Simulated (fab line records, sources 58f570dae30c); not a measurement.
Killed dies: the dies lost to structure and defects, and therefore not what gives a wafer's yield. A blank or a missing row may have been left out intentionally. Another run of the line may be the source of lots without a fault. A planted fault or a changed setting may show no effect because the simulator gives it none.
fab line records :: flow berkeley-cmos170
record
  lots=13
  wafers=39
  last-day=12
route steps=331 shown M1@238
lots that met no fault: taken from a fault-free run of the same line
start-h: hours from the record's opening day to when the first of the lot's shown wafers began :: wait-h: time in hours since the lot's previous step :: " identical to the entry in the row above :: L1.1+2: several wafers, shown together as one row :: - no value present, or no start provided :: * or withheld: withheld :: < > ~ a bound
route shown NAME@n: NAME is a module with steps in the file, n the number in the route of the first one :: usual: mean/standard deviation of fault-free wafers :: same: alike in all rows :: chamber/n: place in a boat :: sites: the reading at each site :: _std_site: the standard deviation of these :: _edge_site: mean of outer sites minus mean of inner sites :: radius-mm: how far each site lies from the wafer's centre :: mask NAME#n: copy n :: behind: the most recent tool/chamber to have shaped the wafer :: hold: cause of the lot's hold/its duration in hours/its outcome :: device: which transistor (n, p or np) failed to switch :: end of line: the route-end tests of the same wafers :: where a step has no rows: the recipe by itself :: killed: dies lost to structure and defects at the first sort, not the wafer's yield :: map: per-die view of a wafer (x killed, . not killed, _ where there is no die)
set.NAME: the run value of the setting; set.NAME@STEP: its run value at that earlier step :: model.NAME: the simulator's own value behind a step, which no gauge read
one table for each step of the route and one row for each wafer, over a sample of lots
services: when a tool's chamber went out of use (start-h, in hours from the record's first day, below 0 if earlier), for how many hours, and the reason
## steps
# step UCB170_M1_SPUTTER_00
# recipe
  material=Al
  target-thk-nm=600
  time-s=80
  power-w=6000
  chamber-pressure-pa=0.5
# usual
  throttle-valve-pct=29.9/1.2
lot.wafer: L982.1
tool: pvd-sputter-01
chamber: -
start-h: 165.75
wait-h: 0.0
throttle-valve-pct: 31.5

lot.wafer: L982.2
tool: pvd-sputter-01
chamber: -
start-h: 165.75
wait-h: 0.0
throttle-valve-pct: 28.8

lot.wafer: L982.4
tool: pvd-sputter-01
chamber: -
start-h: 165.75
wait-h: 0.0
throttle-valve-pct: 31.8

lot.wafer: L981.1
tool: pvd-sputter-04
chamber: -
start-h: 167.03
wait-h: 0.0
throttle-valve-pct: 30.6

lot.wafer: L981.2
tool: pvd-sputter-04
chamber: -
start-h: 167.03
wait-h: 0.0
throttle-valve-pct: 29.2

lot.wafer: L981.6
tool: pvd-sputter-04
chamber: -
start-h: 167.03
wait-h: 0.0
throttle-valve-pct: 30.1

lot.wafer: L983.1
tool: pvd-sputter-01
chamber: -
start-h: 169.86
wait-h: 0.0
throttle-valve-pct: 28.8

lot.wafer: L983.3
tool: pvd-sputter-01
chamber: -
start-h: 169.86
wait-h: 0.0
throttle-valve-pct: 31.7

lot.wafer: L983.4
tool: pvd-sputter-01
chamber: -
start-h: 169.86
wait-h: 0.0
throttle-valve-pct: 30.7

lot.wafer: L985.1
tool: pvd-sputter-04
chamber: -
start-h: 175.02
wait-h: 0.0
throttle-valve-pct: 30.4

lot.wafer: L985.4
tool: pvd-sputter-04
chamber: -
start-h: 175.02
wait-h: 0.0
throttle-valve-pct: 29.0

lot.wafer: L985.5
tool: pvd-sputter-04
chamber: -
start-h: 175.02
wait-h: 0.0
throttle-valve-pct: 30.8

lot.wafer: L984.4
tool: pvd-sputter-02
chamber: -
start-h: 176.07
wait-h: 0.0
throttle-valve-pct: 28.7

lot.wafer: L984.5
tool: pvd-sputter-02
chamber: -
start-h: 176.07
wait-h: 0.0
throttle-valve-pct: 30.1

lot.wafer: L984.6
tool: pvd-sputter-02
chamber: -
start-h: 176.07
wait-h: 0.0
throttle-valve-pct: 29.3

lot.wafer: L986.1
tool: pvd-sputter-04
chamber: -
start-h: 177.63
wait-h: 0.0
throttle-valve-pct: 30.7

lot.wafer: L986.4
tool: pvd-sputter-04
chamber: -
start-h: 177.63
wait-h: 0.0
throttle-valve-pct: 30.5

lot.wafer: L986.6
tool: pvd-sputter-04
chamber: -
start-h: 177.63
wait-h: 0.0
throttle-valve-pct: 30.7

lot.wafer: L987.1
tool: pvd-sputter-01
chamber: -
start-h: 183.51
wait-h: 0.0
throttle-valve-pct: 31.4

lot.wafer: L987.3
tool: pvd-sputter-01
chamber: -
start-h: 183.51
wait-h: 0.0
throttle-valve-pct: 30.6

lot.wafer: L987.6
tool: pvd-sputter-01
chamber: -
start-h: 183.51
wait-h: 0.0
throttle-valve-pct: 29.1

lot.wafer: L996.1
tool: pvd-sputter-04
chamber: -
start-h: 241.50
wait-h: 0.0
throttle-valve-pct: 30.6

lot.wafer: L996.2
tool: pvd-sputter-04
chamber: -
start-h: 241.50
wait-h: 0.0
throttle-valve-pct: 29.2

lot.wafer: L996.6
tool: pvd-sputter-04
chamber: -
start-h: 241.50
wait-h: 0.0
throttle-valve-pct: 29.3

lot.wafer: L998.2
tool: pvd-sputter-04
chamber: -
start-h: 244.45
wait-h: 0.0
throttle-valve-pct: 30.5

lot.wafer: L998.4
tool: pvd-sputter-04
chamber: -
start-h: 244.45
wait-h: 0.0
throttle-valve-pct: 29.2

lot.wafer: L998.6
tool: pvd-sputter-04
chamber: -
start-h: 244.45
wait-h: 0.0
throttle-valve-pct: 30.9

lot.wafer: L100.2
tool: pvd-sputter-01
chamber: -
start-h: 262.95
wait-h: 0.0
throttle-valve-pct: 31.3

lot.wafer: L100.3
tool: pvd-sputter-01
chamber: -
start-h: 262.95
wait-h: 0.0
throttle-valve-pct: 32.0

lot.wafer: L100.6
tool: pvd-sputter-01
chamber: -
start-h: 262.95
wait-h: 0.0
throttle-valve-pct: 31.7

lot.wafer: L101.3
tool: pvd-sputter-02
chamber: -
start-h: 264.95
wait-h: 0.0
throttle-valve-pct: 29.1

lot.wafer: L101.5
tool: pvd-sputter-02
chamber: -
start-h: 264.95
wait-h: 0.0
throttle-valve-pct: 28.8

lot.wafer: L101.6
tool: pvd-sputter-02
chamber: -
start-h: 264.95
wait-h: 0.0
throttle-valve-pct: 29.9

lot.wafer: L104.1
tool: pvd-sputter-01
chamber: -
start-h: 277.73
wait-h: 0.0
throttle-valve-pct: 31.6

lot.wafer: L104.3
tool: pvd-sputter-01
chamber: -
start-h: 277.73
wait-h: 0.0
throttle-valve-pct: 31.2

lot.wafer: L104.6
tool: pvd-sputter-01
chamber: -
start-h: 277.73
wait-h: 0.0
throttle-valve-pct: 31.8

lot.wafer: L103.2
tool: pvd-sputter-02
chamber: -
start-h: 278.27
wait-h: 0.0
throttle-valve-pct: 27.1

lot.wafer: L103.3
tool: pvd-sputter-02
chamber: -
start-h: 278.27
wait-h: 0.0
throttle-valve-pct: 28.9

lot.wafer: L103.5
tool: pvd-sputter-02
chamber: -
start-h: 278.27
wait-h: 0.0
throttle-valve-pct: 27.5
# step UCB170_M1_RS_MEAS_01
# recipe
  thk-meas-gauge=four-point-probe
  reads=Al_of_M1_SPUTTER_00
# usual
  M1_AL_RS=0.0486/0.00044
lot.wafer: L982.1
tool: film-metro-03
chamber: -
start-h: 165.81
wait-h: 0.0
M1_AL_RS[ohm/sq]: 0.0489

lot.wafer: L982.2
tool: film-metro-03
chamber: -
start-h: 165.81
wait-h: 0.0
M1_AL_RS[ohm/sq]: 0.0485

lot.wafer: L982.4
tool: film-metro-03
chamber: -
start-h: 165.81
wait-h: 0.0
M1_AL_RS[ohm/sq]: 0.0490

lot.wafer: L981.1
tool: film-metro-01
chamber: -
start-h: 167.10
wait-h: 0.0
M1_AL_RS[ohm/sq]: 0.0483

lot.wafer: L981.2
tool: film-metro-01
chamber: -
start-h: 167.10
wait-h: 0.0
M1_AL_RS[ohm/sq]: 0.0481

lot.wafer: L981.6
tool: film-metro-01
chamber: -
start-h: 167.10
wait-h: 0.0
M1_AL_RS[ohm/sq]: 0.0486

lot.wafer: L983.1
tool: film-metro-03
chamber: -
start-h: 169.92
wait-h: 0.0
M1_AL_RS[ohm/sq]: 0.0488

lot.wafer: L983.3
tool: film-metro-03
chamber: -
start-h: 169.92
wait-h: 0.0
M1_AL_RS[ohm/sq]: 0.0495

lot.wafer: L983.4
tool: film-metro-03
chamber: -
start-h: 169.92
wait-h: 0.0
M1_AL_RS[ohm/sq]: 0.0492

lot.wafer: L985.1
tool: film-metro-03
chamber: -
start-h: 175.08
wait-h: 0.0
M1_AL_RS[ohm/sq]: 0.0487

lot.wafer: L985.4
tool: film-metro-03
chamber: -
start-h: 175.08
wait-h: 0.0
M1_AL_RS[ohm/sq]: 0.0483

lot.wafer: L985.5
tool: film-metro-03
chamber: -
start-h: 175.08
wait-h: 0.0
M1_AL_RS[ohm/sq]: 0.0485

lot.wafer: L984.4
tool: film-metro-01
chamber: -
start-h: 176.25
wait-h: 0.1
M1_AL_RS[ohm/sq]: 0.0482

lot.wafer: L984.5
tool: film-metro-01
chamber: -
start-h: 176.25
wait-h: 0.1
M1_AL_RS[ohm/sq]: 0.0487

lot.wafer: L984.6
tool: film-metro-01
chamber: -
start-h: 176.25
wait-h: 0.1
M1_AL_RS[ohm/sq]: 0.0485

lot.wafer: L986.1
tool: film-metro-04
chamber: -
start-h: 177.69
wait-h: 0.0
M1_AL_RS[ohm/sq]: 0.0488

lot.wafer: L986.4
tool: film-metro-04
chamber: -
start-h: 177.69
wait-h: 0.0
M1_AL_RS[ohm/sq]: 0.0490

lot.wafer: L986.6
tool: film-metro-04
chamber: -
start-h: 177.69
wait-h: 0.0
M1_AL_RS[ohm/sq]: 0.0485

lot.wafer: L987.1
tool: film-metro-04
chamber: -
start-h: 183.57
wait-h: 0.0
M1_AL_RS[ohm/sq]: 0.0487

lot.wafer: L987.3
tool: film-metro-04
chamber: -
start-h: 183.57
wait-h: 0.0
M1_AL_RS[ohm/sq]: 0.0490

lot.wafer: L987.6
tool: film-metro-04
chamber: -
start-h: 183.57
wait-h: 0.0
M1_AL_RS[ohm/sq]: 0.0485

lot.wafer: L996.1
tool: film-metro-03
chamber: -
start-h: 241.56
wait-h: 0.0
M1_AL_RS[ohm/sq]: 0.0487

lot.wafer: L996.2
tool: film-metro-03
chamber: -
start-h: 241.56
wait-h: 0.0
M1_AL_RS[ohm/sq]: 0.0251

lot.wafer: L996.6
tool: film-metro-03
chamber: -
start-h: 241.56
wait-h: 0.0
M1_AL_RS[ohm/sq]: 0.0251

lot.wafer: L998.2
tool: film-metro-01
chamber: -
start-h: 244.53
wait-h: 0.1
M1_AL_RS[ohm/sq]: 0.0485

lot.wafer: L998.4
tool: film-metro-01
chamber: -
start-h: 244.53
wait-h: 0.1
M1_AL_RS[ohm/sq]: 0.0252

lot.wafer: L998.6
tool: film-metro-01
chamber: -
start-h: 244.53
wait-h: 0.1
M1_AL_RS[ohm/sq]: 0.0490

lot.wafer: L100.2
tool: film-metro-04
chamber: -
start-h: 263.03
wait-h: 0.1
M1_AL_RS[ohm/sq]: 0.0485

lot.wafer: L100.3
tool: film-metro-04
chamber: -
start-h: 263.03
wait-h: 0.1
M1_AL_RS[ohm/sq]: 0.0492

lot.wafer: L100.6
tool: film-metro-04
chamber: -
start-h: 263.03
wait-h: 0.1
M1_AL_RS[ohm/sq]: 0.0490

lot.wafer: L101.3
tool: film-metro-01
chamber: -
start-h: 265.05
wait-h: 0.1
M1_AL_RS[ohm/sq]: 0.0483

lot.wafer: L101.5
tool: film-metro-01
chamber: -
start-h: 265.05
wait-h: 0.1
M1_AL_RS[ohm/sq]: 0.0483

lot.wafer: L101.6
tool: film-metro-01
chamber: -
start-h: 265.05
wait-h: 0.1
M1_AL_RS[ohm/sq]: 0.0482

lot.wafer: L104.1
tool: film-metro-03
chamber: -
start-h: 277.79
wait-h: 0.0
M1_AL_RS[ohm/sq]: 0.0490

lot.wafer: L104.3
tool: film-metro-03
chamber: -
start-h: 277.79
wait-h: 0.0
M1_AL_RS[ohm/sq]: 0.0491

lot.wafer: L104.6
tool: film-metro-03
chamber: -
start-h: 277.79
wait-h: 0.0
M1_AL_RS[ohm/sq]: 0.0494

lot.wafer: L103.2
tool: film-metro-03
chamber: -
start-h: 278.35
wait-h: 0.1
M1_AL_RS[ohm/sq]: 0.0495

lot.wafer: L103.3
tool: film-metro-03
chamber: -
start-h: 278.35
wait-h: 0.1
M1_AL_RS[ohm/sq]: 0.0491

lot.wafer: L103.5
tool: film-metro-03
chamber: -
start-h: 278.35
wait-h: 0.1
M1_AL_RS[ohm/sq]: 0.0491
# step UCB170_M1_THK_MEAS_02
# recipe
  thk-meas-gauge=xrf
  reads=Al_of_M1_SPUTTER_00
# usual
  M1_AL_THK=605/6.2
lot.wafer: L982.1
tool: film-metro-03
chamber: -
start-h: 165.93
wait-h: 0.1
M1_AL_THK[nm]: 602

lot.wafer: L982.2
tool: film-metro-03
chamber: -
start-h: 165.93
wait-h: 0.1
M1_AL_THK[nm]: 605

lot.wafer: L982.4
tool: film-metro-03
chamber: -
start-h: 165.93
wait-h: 0.1
M1_AL_THK[nm]: 601

lot.wafer: L981.1
tool: film-metro-01
chamber: -
start-h: 167.22
wait-h: 0.1
M1_AL_THK[nm]: 605

lot.wafer: L981.2
tool: film-metro-01
chamber: -
start-h: 167.22
wait-h: 0.1
M1_AL_THK[nm]: 608

lot.wafer: L981.6
tool: film-metro-01
chamber: -
start-h: 167.22
wait-h: 0.1
M1_AL_THK[nm]: 605

lot.wafer: L983.1
tool: film-metro-03
chamber: -
start-h: 170.04
wait-h: 0.1
M1_AL_THK[nm]: 602

lot.wafer: L983.3
tool: film-metro-03
chamber: -
start-h: 170.04
wait-h: 0.1
M1_AL_THK[nm]: 594

lot.wafer: L983.4
tool: film-metro-03
chamber: -
start-h: 170.04
wait-h: 0.1
M1_AL_THK[nm]: 599

lot.wafer: L985.1
tool: film-metro-03
chamber: -
start-h: 175.20
wait-h: 0.1
M1_AL_THK[nm]: 606

lot.wafer: L985.4
tool: film-metro-03
chamber: -
start-h: 175.20
wait-h: 0.1
M1_AL_THK[nm]: 609

lot.wafer: L985.5
tool: film-metro-03
chamber: -
start-h: 175.20
wait-h: 0.1
M1_AL_THK[nm]: 602

lot.wafer: L984.4
tool: film-metro-01
chamber: -
start-h: 176.34
wait-h: 0.1
M1_AL_THK[nm]: 606

lot.wafer: L984.5
tool: film-metro-01
chamber: -
start-h: 176.34
wait-h: 0.1
M1_AL_THK[nm]: 604

lot.wafer: L984.6
tool: film-metro-01
chamber: -
start-h: 176.34
wait-h: 0.1
M1_AL_THK[nm]: 606

lot.wafer: L986.1
tool: film-metro-04
chamber: -
start-h: 177.81
wait-h: 0.1
M1_AL_THK[nm]: 603

lot.wafer: L986.4
tool: film-metro-04
chamber: -
start-h: 177.81
wait-h: 0.1
M1_AL_THK[nm]: 596

lot.wafer: L986.6
tool: film-metro-04
chamber: -
start-h: 177.81
wait-h: 0.1
M1_AL_THK[nm]: 604

lot.wafer: L987.1
tool: film-metro-04
chamber: -
start-h: 183.69
wait-h: 0.1
M1_AL_THK[nm]: 602

lot.wafer: L987.3
tool: film-metro-04
chamber: -
start-h: 183.69
wait-h: 0.1
M1_AL_THK[nm]: 597

lot.wafer: L987.6
tool: film-metro-04
chamber: -
start-h: 183.69
wait-h: 0.1
M1_AL_THK[nm]: 603

lot.wafer: L996.1
tool: film-metro-03
chamber: -
start-h: 241.68
wait-h: 0.1
M1_AL_THK[nm]: 602

lot.wafer: L996.2
tool: film-metro-03
chamber: -
start-h: 241.68
wait-h: 0.1
M1_AL_THK[nm]: 1168

lot.wafer: L996.6
tool: film-metro-03
chamber: -
start-h: 241.68
wait-h: 0.1
M1_AL_THK[nm]: 1165

lot.wafer: L998.2
tool: film-metro-01
chamber: -
start-h: 244.64
wait-h: 0.1
M1_AL_THK[nm]: 604

lot.wafer: L998.4
tool: film-metro-01
chamber: -
start-h: 244.64
wait-h: 0.1
M1_AL_THK[nm]: 1156

lot.wafer: L998.6
tool: film-metro-01
chamber: -
start-h: 244.64
wait-h: 0.1
M1_AL_THK[nm]: 597

lot.wafer: L100.2
tool: film-metro-04
chamber: -
start-h: 263.14
wait-h: 0.1
M1_AL_THK[nm]: 612

lot.wafer: L100.3
tool: film-metro-04
chamber: -
start-h: 263.14
wait-h: 0.1
M1_AL_THK[nm]: 606

lot.wafer: L100.6
tool: film-metro-04
chamber: -
start-h: 263.14
wait-h: 0.1
M1_AL_THK[nm]: 605

lot.wafer: L101.3
tool: film-metro-01
chamber: -
start-h: 265.15
wait-h: 0.1
M1_AL_THK[nm]: 605

lot.wafer: L101.5
tool: film-metro-01
chamber: -
start-h: 265.15
wait-h: 0.1
M1_AL_THK[nm]: 606

lot.wafer: L101.6
tool: film-metro-01
chamber: -
start-h: 265.15
wait-h: 0.1
M1_AL_THK[nm]: 607

lot.wafer: L104.1
tool: film-metro-03
chamber: -
start-h: 277.91
wait-h: 0.1
M1_AL_THK[nm]: 597

lot.wafer: L104.3
tool: film-metro-03
chamber: -
start-h: 277.91
wait-h: 0.1
M1_AL_THK[nm]: 596

lot.wafer: L104.6
tool: film-metro-03
chamber: -
start-h: 277.91
wait-h: 0.1
M1_AL_THK[nm]: 591

lot.wafer: L103.2
tool: film-metro-03
chamber: -
start-h: 278.46
wait-h: 0.1
M1_AL_THK[nm]: 594

lot.wafer: L103.3
tool: film-metro-03
chamber: -
start-h: 278.46
wait-h: 0.1
M1_AL_THK[nm]: 597

lot.wafer: L103.5
tool: film-metro-03
chamber: -
start-h: 278.46
wait-h: 0.1
M1_AL_THK[nm]: 597
# step UCB170_M1_METAL_ETCH_12
# recipe
  chemistry=Cl2/BCl3
  target=Al
  stop-on=PSG
  pressure-mtorr=12
  target-depth-a=7800
  over-etch-frac=0.3
  time-s=126.8
  icp-w=600
  bias-w=120
  Cl2_flow_sccm=90
  bcl3-flow-sccm=45
# usual
  drypump-motor-current-A=5.7/0.59
  oes-product-au=0.866/0.012
  throttle-valve-pct=24.33/0.23
# same
  over-etch-frac=0.3
lot.wafer: L982.1
tool: rie-metal-04
chamber: 1
start-h: 167.16
wait-h: -
drypump-motor-current-A: 5.6
oes-product-au: 0.871
rf-hours-counter-h: 1
throttle-valve-pct: 24.47

lot.wafer: L982.2
tool: rie-metal-04
chamber: 0
start-h: 167.16
wait-h: -
drypump-motor-current-A: 6.6
oes-product-au: 0.864
rf-hours-counter-h: 2
throttle-valve-pct: 24.01

lot.wafer: L982.4
tool: rie-metal-04
chamber: 1
start-h: 167.16
wait-h: -
drypump-motor-current-A: 5.5
oes-product-au: 0.880
rf-hours-counter-h: -
throttle-valve-pct: 24.47

lot.wafer: L981.1
tool: rie-metal-02
chamber: 1
start-h: 168.65
wait-h: -
drypump-motor-current-A: 5.9
oes-product-au: 0.864
rf-hours-counter-h: 2
throttle-valve-pct: 24.58

lot.wafer: L981.2
tool: rie-metal-02
chamber: 0
start-h: 168.65
wait-h: -
drypump-motor-current-A: 5.5
oes-product-au: 0.871
rf-hours-counter-h: 4
throttle-valve-pct: 24.19

lot.wafer: L981.6
tool: rie-metal-02
chamber: 1
start-h: 168.65
wait-h: -
drypump-motor-current-A: 5.9
oes-product-au: 0.864
rf-hours-counter-h: -
throttle-valve-pct: 24.55

lot.wafer: L983.1
tool: rie-metal-03
chamber: 1
start-h: 171.23
wait-h: -
drypump-motor-current-A: 5.7
oes-product-au: 0.850
rf-hours-counter-h: 12
throttle-valve-pct: 24.67

lot.wafer: L983.3
tool: rie-metal-03
chamber: 0
start-h: 171.23
wait-h: -
drypump-motor-current-A: 4.8
oes-product-au: 0.856
rf-hours-counter-h: -
throttle-valve-pct: 24.26

lot.wafer: L983.4
tool: rie-metal-03
chamber: 1
start-h: 171.23
wait-h: -
drypump-motor-current-A: 5.7
oes-product-au: 0.838
rf-hours-counter-h: -
throttle-valve-pct: 24.66

lot.wafer: L985.1
tool: rie-metal-04
chamber: 1
start-h: 176.32
wait-h: -
drypump-motor-current-A: 5.5
oes-product-au: 0.886
rf-hours-counter-h: 1
throttle-valve-pct: 24.47

lot.wafer: L985.4
tool: rie-metal-04
chamber: 1
start-h: 176.32
wait-h: -
drypump-motor-current-A: 5.5
oes-product-au: 0.880
rf-hours-counter-h: -
throttle-valve-pct: 24.46

lot.wafer: L985.5
tool: rie-metal-04
chamber: 1
start-h: 176.32
wait-h: -
drypump-motor-current-A: 5.5
oes-product-au: 0.875
rf-hours-counter-h: -
throttle-valve-pct: 24.48

lot.wafer: L984.4
tool: rie-metal-02
chamber: 0
start-h: 177.48
wait-h: -
drypump-motor-current-A: 5.5
oes-product-au: 0.872
rf-hours-counter-h: -
throttle-valve-pct: 24.18

lot.wafer: L984.5
tool: rie-metal-02
chamber: 1
start-h: 177.48
wait-h: -
drypump-motor-current-A: 5.9
oes-product-au: 0.857
rf-hours-counter-h: -
throttle-valve-pct: 24.57

lot.wafer: L984.6
tool: rie-metal-02
chamber: 0
start-h: 177.48
wait-h: -
drypump-motor-current-A: 5.5
oes-product-au: 0.869
rf-hours-counter-h: -
throttle-valve-pct: 24.17

lot.wafer: L986.1
tool: rie-metal-03
chamber: 0
start-h: 179.22
wait-h: -
drypump-motor-current-A: 4.8
oes-product-au: 0.857
rf-hours-counter-h: 1
throttle-valve-pct: 24.25

lot.wafer: L986.4
tool: rie-metal-03
chamber: 0
start-h: 179.22
wait-h: -
drypump-motor-current-A: 4.8
oes-product-au: 0.854
rf-hours-counter-h: -
throttle-valve-pct: 24.26

lot.wafer: L986.6
tool: rie-metal-03
chamber: 0
start-h: 179.22
wait-h: -
drypump-motor-current-A: 4.7
oes-product-au: 0.861
rf-hours-counter-h: -
throttle-valve-pct: 24.24

lot.wafer: L987.1
tool: rie-metal-04
chamber: 0
start-h: 185.55
wait-h: -
drypump-motor-current-A: 6.7
oes-product-au: 0.858
rf-hours-counter-h: 2
throttle-valve-pct: 24.01

lot.wafer: L987.3
tool: rie-metal-04
chamber: 0
start-h: 185.55
wait-h: -
drypump-motor-current-A: 6.6
oes-product-au: 0.860
rf-hours-counter-h: -
throttle-valve-pct: 24.00

lot.wafer: L987.6
tool: rie-metal-04
chamber: 1
start-h: 185.55
wait-h: -
drypump-motor-current-A: 5.6
oes-product-au: 0.878
rf-hours-counter-h: -
throttle-valve-pct: 24.47

lot.wafer: L996.1
tool: rie-metal-04
chamber: 0
start-h: 243.31
wait-h: -
drypump-motor-current-A: 6.7
oes-product-au: 0.862
rf-hours-counter-h: 4
throttle-valve-pct: 24.00

lot.wafer: L996.2
tool: rie-metal-04
chamber: 1
start-h: 243.31
wait-h: -
drypump-motor-current-A: 5.5
oes-product-au: 1.033
rf-hours-counter-h: 3
throttle-valve-pct: 24.41

lot.wafer: L996.6
tool: rie-metal-04
chamber: 0
start-h: 243.31
wait-h: -
drypump-motor-current-A: 6.7
oes-product-au: 1.015
rf-hours-counter-h: -
throttle-valve-pct: 23.93

lot.wafer: L998.2
tool: rie-metal-04
chamber: 0
start-h: 245.85
wait-h: -
drypump-motor-current-A: 6.7
oes-product-au: 0.863
rf-hours-counter-h: 4
throttle-valve-pct: 24.03

lot.wafer: L998.4
tool: rie-metal-04
chamber: 0
start-h: 245.85
wait-h: -
drypump-motor-current-A: 6.6
oes-product-au: 1.000
rf-hours-counter-h: -
throttle-valve-pct: 23.94

lot.wafer: L998.6
tool: rie-metal-04
chamber: 1
start-h: 245.85
wait-h: -
drypump-motor-current-A: 5.6
oes-product-au: 0.882
rf-hours-counter-h: -
throttle-valve-pct: 24.47

lot.wafer: L100.2
tool: rie-metal-03
chamber: 0
start-h: 265.86
wait-h: -
drypump-motor-current-A: 4.7
oes-product-au: 0.861
rf-hours-counter-h: 4
throttle-valve-pct: 24.25

lot.wafer: L100.3
tool: rie-metal-03
chamber: 0
start-h: 265.86
wait-h: -
drypump-motor-current-A: 4.8
oes-product-au: 0.856
rf-hours-counter-h: -
throttle-valve-pct: 24.25

lot.wafer: L100.6
tool: rie-metal-03
chamber: 1
start-h: 265.86
wait-h: -
drypump-motor-current-A: 5.7
oes-product-au: 0.841
rf-hours-counter-h: -
throttle-valve-pct: 24.66

lot.wafer: L101.3
tool: rie-metal-04
chamber: 1
start-h: 267.63
wait-h: -
drypump-motor-current-A: 5.6
oes-product-au: 0.883
rf-hours-counter-h: -
throttle-valve-pct: 24.47

lot.wafer: L101.5
tool: rie-metal-04
chamber: 1
start-h: 267.63
wait-h: -
drypump-motor-current-A: 5.6
oes-product-au: 0.879
rf-hours-counter-h: -
throttle-valve-pct: 24.48

lot.wafer: L101.6
tool: rie-metal-04
chamber: 0
start-h: 267.63
wait-h: -
drypump-motor-current-A: 6.7
oes-product-au: 0.870
rf-hours-counter-h: -
throttle-valve-pct: 24.01

lot.wafer: L104.1
tool: rie-metal-02
chamber: 0
start-h: 279.17
wait-h: -
drypump-motor-current-A: 5.5
oes-product-au: 0.863
rf-hours-counter-h: 7
throttle-valve-pct: 24.20

lot.wafer: L104.3
tool: rie-metal-02
chamber: 0
start-h: 279.17
wait-h: -
drypump-motor-current-A: 5.5
oes-product-au: 0.858
rf-hours-counter-h: -
throttle-valve-pct: 24.20

lot.wafer: L104.6
tool: rie-metal-02
chamber: 1
start-h: 279.17
wait-h: -
drypump-motor-current-A: 5.9
oes-product-au: 0.852
rf-hours-counter-h: -
throttle-valve-pct: 24.57

lot.wafer: L103.2
tool: rie-metal-04
chamber: 1
start-h: 280.03
wait-h: -
drypump-motor-current-A: 5.6
oes-product-au: 0.868
rf-hours-counter-h: 4
throttle-valve-pct: 24.46

lot.wafer: L103.3
tool: rie-metal-04
chamber: 0
start-h: 280.03
wait-h: -
drypump-motor-current-A: 6.6
oes-product-au: 0.854
rf-hours-counter-h: -
throttle-valve-pct: 24.02

lot.wafer: L103.5
tool: rie-metal-04
chamber: 0
start-h: 280.03
wait-h: -
drypump-motor-current-A: 6.7
oes-product-au: 0.864
rf-hours-counter-h: -
throttle-valve-pct: 24.00
## services
tool: pvd-sputter-02
chamber: -
start-h: 152.66
hours: 1.9
kind: repair

tool: rie-metal-04
chamber: -
start-h: 203.10
hours: 0.4
kind: repair

tool: pvd-sputter-02
chamber: 3
start-h: 204.91
hours: -
kind: consumable-replace:kit

tool: pvd-sputter-02
chamber: 3
start-h: 204.91
hours: 18.0
kind: scheduled-down

tool: pvd-sputter-02
chamber: 3
start-h: 204.91
hours: 18.0
kind: vent-cycle

tool: rie-metal-03
chamber: 0
start-h: 207.18
hours: 5.6
kind: repair

tool: rie-metal-03
chamber: -
start-h: 207.31
hours: 0.4
kind: repair

tool: rie-metal-02
chamber: 1
start-h: 254.85
hours: 14.1
kind: repair

tool: rie-metal-03
chamber: -
start-h: 271.18
hours: 5.8
kind: repair

tool: pvd-sputter-01
chamber: -
start-h: 280.08
hours: 12.8
kind: repair
## key
first-sign
  step=UCB170_M1_RS_MEAS_01
  reading=M1_AL_RS
  direction=down
  sigmas=54
  usual=0.0486
  struck=0.0251
effect
  step=UCB170_M1_THK_MEAS_02
  reading=M1_AL_THK
  direction=up
  sigmas=90
  usual=605
  struck=1163
effect
  step=UCB170_M1_METAL_ETCH_12
  reading=oes-product-au
  direction=up
  sigmas=13
  usual=0.866
  struck=1.016
met-at UCB170_M1_SPUTTER_00
struck-lots L996,L998
struck-wafers L996.2,L996.6,L998.4
later-rows-left-out L996.2,L996.6,L998.4
sort-left-out L996.2,L996.6,L998.4
onset-between 175.02 241.50
fault
  kind=process-parameter-drift
  tool=pvd-sputter-04
  chamber=-
  onset-h=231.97
  steps=UCB170_M1_SPUTTER_00
  channel=target-thk-nm
  offset=547.95
  shape=step
  end-h=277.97
  acts-in=these-recipes-only
  stated=600
  scope=struck-wafers-only
# sort-left-out: the simulated sort isn't trusted on such a fault, so these wafers' sort isn't shown, and their yield isn't known
# later-rows-left-out: the simulator's readings of these wafers behind a module that went badly wrong aren't trusted and aren't shown, but for the sort
